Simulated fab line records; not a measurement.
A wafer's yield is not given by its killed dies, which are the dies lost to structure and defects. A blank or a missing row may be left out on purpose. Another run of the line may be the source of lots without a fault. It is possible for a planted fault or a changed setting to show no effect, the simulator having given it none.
A single fault, viewed from 2 desks | flow berkeley-cmos170 | each desk holds nothing but its own numbers, with what lay behind them at the end

== METROLOGY DESK ==
What the gauges read for every lot (on any tool): the sampled wafers with a number, averaged. If a lot's mean is further than 4 standard deviations from the usual mean, the lot is out of limits and carries the mark OUT (the distance appears in the brackets).
Columns: A = NWELL_OXIDE_THK at UCB170_NWELL_THK_MEAS_02, usual 26.7 nm; B = CONTACT_PSG_THK at UCB170_CONTACT_THK_MEAS_02, usual 698 nm
lot  | first seen here | A              | B
L584 | day 2 07:44     | 26.7           | 695
L585 | day 2 07:45     | 26.8           | 694
L586 | day 2 15:48     | 26.3           | 696
L588 | day 2 22:40     | 26.1           | 705
L590 | day 3 14:56     | 26.7           | 684
L591 | day 3 18:52     | 27.0           | 689
L595 | day 4 18:50     | 27.4           | 701
L596 | day 4 18:50     | 27.5           | 696
L597 | day 5 04:48     | 26.4           | 698
L600 | day 5 16:41     | 26.7           | 714
L603 | day 6 01:32     | 27.1           | 701
L604 | day 6 12:12     | 66.4 (+79) OUT | 693
L605 | day 6 12:13     | 65.8 (+78) OUT | 702
L606 | day 6 18:37     | 26.0           | 701
This desk reports L604, L605 out of limits; the earliest was L604 at day 6 12:12 (NWELL_OXIDE_THK at UCB170_NWELL_THK_MEAS_02). L584, L585, L586, L588, L590, L591, L595, L596, L597, L600, L603, L606: within limits.

== AT THE TOOL OWNER'S DESK: furnace-04 ==
The tool's own readings at UCB170_NWELL_OXIDATION_01 (target thk 26.4 nm, ox time 1260 s): means of the sampled wafers that have a number, for each lot that ran on this tool. If a lot's mean is further than 4 standard deviations from the usual mean, the lot is out of limits and carries the mark OUT (the distance appears in the brackets).
Columns: A = spike-tc-centre-C at UCB170_NWELL_OXIDATION_01, usual 1002.7 C; B = spike-tc-load-C at UCB170_NWELL_OXIDATION_01, usual 1025 C; C = spike-tc-source-C at UCB170_NWELL_OXIDATION_01, usual 1024.7 C; D = tube-center-temp-C at UCB170_NWELL_OXIDATION_01, usual 1000 C; E = tube_center_temp_C_max at UCB170_NWELL_OXIDATION_01, usual 1002.6; F = zone-power-centre-pct at UCB170_NWELL_OXIDATION_01, usual 48.7 %; G = zone-power-source-pct at UCB170_NWELL_OXIDATION_01, usual 34 %
lot  | first seen here | A                | B              | C                | D                      | E                        | F    | G
L586 | day 2 14:27     | 1003.1           | 1028           | 1025.1           | 1000                   | 1002.6                   | 50.1 | 38
L588 | day 2 21:14     | 1002.8           | 1027           | 1024.1           | 1000                   | 1002.6                   | 49.5 | 38
L590 | day 3 13:35     | 1001.9           | 1029           | 1024.6           | 1000                   | 1002.7                   | 49.7 | 38
L597 | day 5 03:27     | 1001.7           | 1027           | 1024.6           | 1000                   | 1002.6                   | 50.2 | 37
L604 | day 6 10:50     | 1116.7 (+95) OUT | 1145 (+34) OUT | 1141.8 (+59) OUT | 1116 (+99 or more) OUT | 1118.2 (+99 or more) OUT | 57.2 | 49 (+4.8) OUT
L605 | day 6 10:50     | 1117.6 (+96) OUT | 1145 (+34) OUT | 1141.7 (+59) OUT | 1115 (+99 or more) OUT | 1117.8 (+99 or more) OUT | 56.6 | 49 (+4.9) OUT
This desk's finding: out of limits on L604, L605; first on L604, day 6 10:50 (spike-tc-centre-C at UCB170_NWELL_OXIDATION_01). L586, L588, L590, L597: within limits.

== PUT TOGETHER ==
On L604, L605, at day 6 10:50, an alarm was possible from the tool owner's desk.
At day 6 12:12 the metrology desk could have sounded an alarm, on L604, L605.
Every lot named ran UCB170_NWELL_OXIDATION_01 on furnace-04.

== WHAT WAS PUT IN BY THE SIMULATOR ==
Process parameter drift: furnace-04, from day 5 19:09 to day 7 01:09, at UCB170_NWELL_OXIDATION_01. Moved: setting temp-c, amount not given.
Shown lots that were struck: L604, L605.
Delay (hours) between the fault's onset and each desk's first out-of-limits reading: 16 at the tool owner's desk, 17 at the metrology desk.
